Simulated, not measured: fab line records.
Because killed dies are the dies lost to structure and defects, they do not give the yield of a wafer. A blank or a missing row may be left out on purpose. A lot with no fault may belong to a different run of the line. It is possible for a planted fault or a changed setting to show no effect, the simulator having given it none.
One fault through the eyes of 2 desks -- flow berkeley-cmos170 -- every desk sees just its own numbers, and what lay behind them comes last

== AT THE METROLOGY DESK ==
Means of the sampled wafers that have a number, per lot and without regard to the tool the lot ran on: this is what the gauges read. If a lot's mean is further than 4 standard deviations from the usual mean, the lot is out of limits and carries the mark OUT (the distance appears in the brackets).
Columns: A = PVT_OVL at UCB170_PVT_OVL_MEAS_06, usual 2 nm; B = PVT_TW at UCB170_PVT_TW_MEAS_09, usual 505; C = FIELD_OXIDE_LEFT_2_THK at UCB170_FIELD_THK_MEAS_91, usual 347 nm; D = GATE_OXIDE_THK at UCB170_GATE_THK_MEAS_02, usual 6.57 nm; E = GATE_POLY_THK at UCB170_GATE_THK_MEAS_05, usual 214.2 nm; F = cd-nm at UCB170_GATE_CD_MEAS_12, usual 349.8 nm; G = GATE_OVL at UCB170_GATE_OVL_MEAS_13, usual 0 nm
lot,first seen here,A,B,C,D,E,F,G
L959,day 6 20:47,7,511,355,6.60,215.1,349.0,-9
L961,day 7 10:56,2,508,339,6.56,213.4,350.1,-3
L965,day 8 06:44,2,498,339,6.56,212.7,353.2,-5
L967,day 9 02:26,1,505,356,6.75,215.9,347.8,0
L974,day 10 11:37,-4,512,361,6.46,215.2,348.9,-3
L976,day 10 16:35,8,499,354,6.36,213.0,349.1,1
This desk found nothing out of limits on any of the 6 lots.

== THE TOOL OWNER'S DESK: litho-track-03 ==
The tool's own readings at UCB170_GATE_COAT_07 (resist thk 900 nm): means of the sampled wafers that have a number, for each lot that ran on this tool. If a lot's mean is further than 4 standard deviations from the usual mean, the lot is out of limits and carries the mark OUT (the distance appears in the brackets).
Columns: A = spin-speed-rpm at UCB170_GATE_COAT_07, usual 1499.8 rpm
lot,first seen here,A
L961,day 8 03:00,1499.7
L965,day 9 01:00,1473.0 (-33) OUT
L967,day 9 23:00,1472.2 (-34) OUT
Finding of this desk: L965, L967 out of limits; the first was L965 at day 9 01:00, on spin-speed-rpm at UCB170_GATE_COAT_07. In limits: L961.

== TAKEN TOGETHER ==
The tool owner's desk had the chance to raise an alarm at day 9 01:00 on L965, L967.
Metrology desk: nothing out of limits seen.
The metrology desk holds a record of L965, L967, inside its limits.
Every lot named ran UCB170_GATE_COAT_07 on litho-track-03.

== WHAT WAS PUT IN BY THE SIMULATOR ==
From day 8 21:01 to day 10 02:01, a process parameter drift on litho-track-03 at UCB170_GATE_COAT_07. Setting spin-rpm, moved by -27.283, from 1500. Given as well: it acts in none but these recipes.
Struck lots among those shown: L965, L967.
Delay in hours, fault start to first out-of-limits reading, by desk: the tool owner's desk at 4.
